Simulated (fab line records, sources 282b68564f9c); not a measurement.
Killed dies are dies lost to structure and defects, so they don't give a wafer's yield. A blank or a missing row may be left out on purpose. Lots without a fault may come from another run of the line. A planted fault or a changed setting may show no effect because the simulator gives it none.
A struck lot beside a sound one | flow rit_cmos | 15 steps out of a route of 202
Sound: wafers L241.1, L241.2, L241.6. Struck: wafers L251.1, L251.3, L251.4. The cause comes at the end.
At each step with rows: each side's tool, then ch and its chambers, then its first start. Under that, the readings that differ: sound wafers | struck wafers | difference of the means | sigmas: that difference in standard deviations of wafers without a fault.
alike: readings whose means differ by less than 2 such deviations, and words and numbers that are the same on both sides. not compared: withheld readings, readings that some wafer has no value for, bounds like >300 that may hide the same value, and numbers for which the record gives no deviation and whose values overlap.
The two part at a step that has a row with sigmas, a row that says differs or no value, or rows on one side only. Numbers that don't overlap but have no deviation are shown without sigmas and don't part them. A reading that every wafer of one side lacks parts them only if that side has two wafers or more.

RIT_NWELL_OVL_MEAS_06:
  sound on overlay-01, day 1 22:42; struck on overlay-01, day 4 01:43
  alike: NWELL_OVL
then, 2 steps without rows for these wafers: RIT_NWELL_HARDBAKE_07 (time 120 s); RIT_NWELL_IMPLANT_08.
RIT_NWELL_STRIP_09: strips in O2, time 180 s.
  sound on plasma_asher-01 ch 0,1, day 1 23:08; struck on plasma_asher-01 ch 0,1, day 4 02:10
  alike: drypump_motor_current_A
  not compared: rf_hours_counter_h
RIT_NWELL_TW_MEAS_10:
  sound on film_metro-02, day 1 23:19; struck on film_metro-04, day 4 02:20
  alike: NWELL_TW
then, 6 steps without rows for these wafers: RIT_PWELL_HMDS_00 (prime time 60 s); RIT_PWELL_COAT_01 (resist thk 1300 nm); RIT_PWELL_SOFTBAKE_02 (time 60 s); RIT_PWELL_EXPOSE_03 (exposes mask M3, target cd 43700 nm); RIT_PWELL_PEB_04; RIT_PWELL_DEVELOP_05 (develop time 68 s).
RIT_PWELL_OVL_MEAS_06:
  sound on overlay-02, day 2 00:25; struck on overlay-01, day 4 03:24
  alike: PWELL_OVL
RIT_PWELL_HARDBAKE_07: time 120 s.
  sound on litho_track-02 ch 0, day 2 00:27; struck on litho_track-02 ch 0, day 4 03:26
  reading                  | sound                | struck               | difference | sigmas
  heater_power_total_W (W) | 52.05 52.00 52.11    | 54.02 53.91 53.79    | +1.85      | +27
  plate_temp_C (C)         | 140.08 140.02 140.00 | 143.71 143.87 143.83 | +3.77      | +27
then, 1 step without rows for these wafers: RIT_PWELL_IMPLANT_08.
RIT_M1_PROBE_99:
  sound on prober-01, day 3 11:28; struck on prober-01, day 5 16:05
  alike: killed_at_M0_to_M3, killed_at_contacts, killed_at_front_end, killed_dies, killed_open, killed_short

WHERE THEY PART
Only at RIT_PWELL_HARDBAKE_07, within this record. Later steps at which nothing parts them and some readings are alike: RIT_M1_PROBE_99.

WHY: what the simulator had put in
Process parameter drift: litho_track-02, from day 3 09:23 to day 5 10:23, at RIT_PWELL_HARDBAKE_07. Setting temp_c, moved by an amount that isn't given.
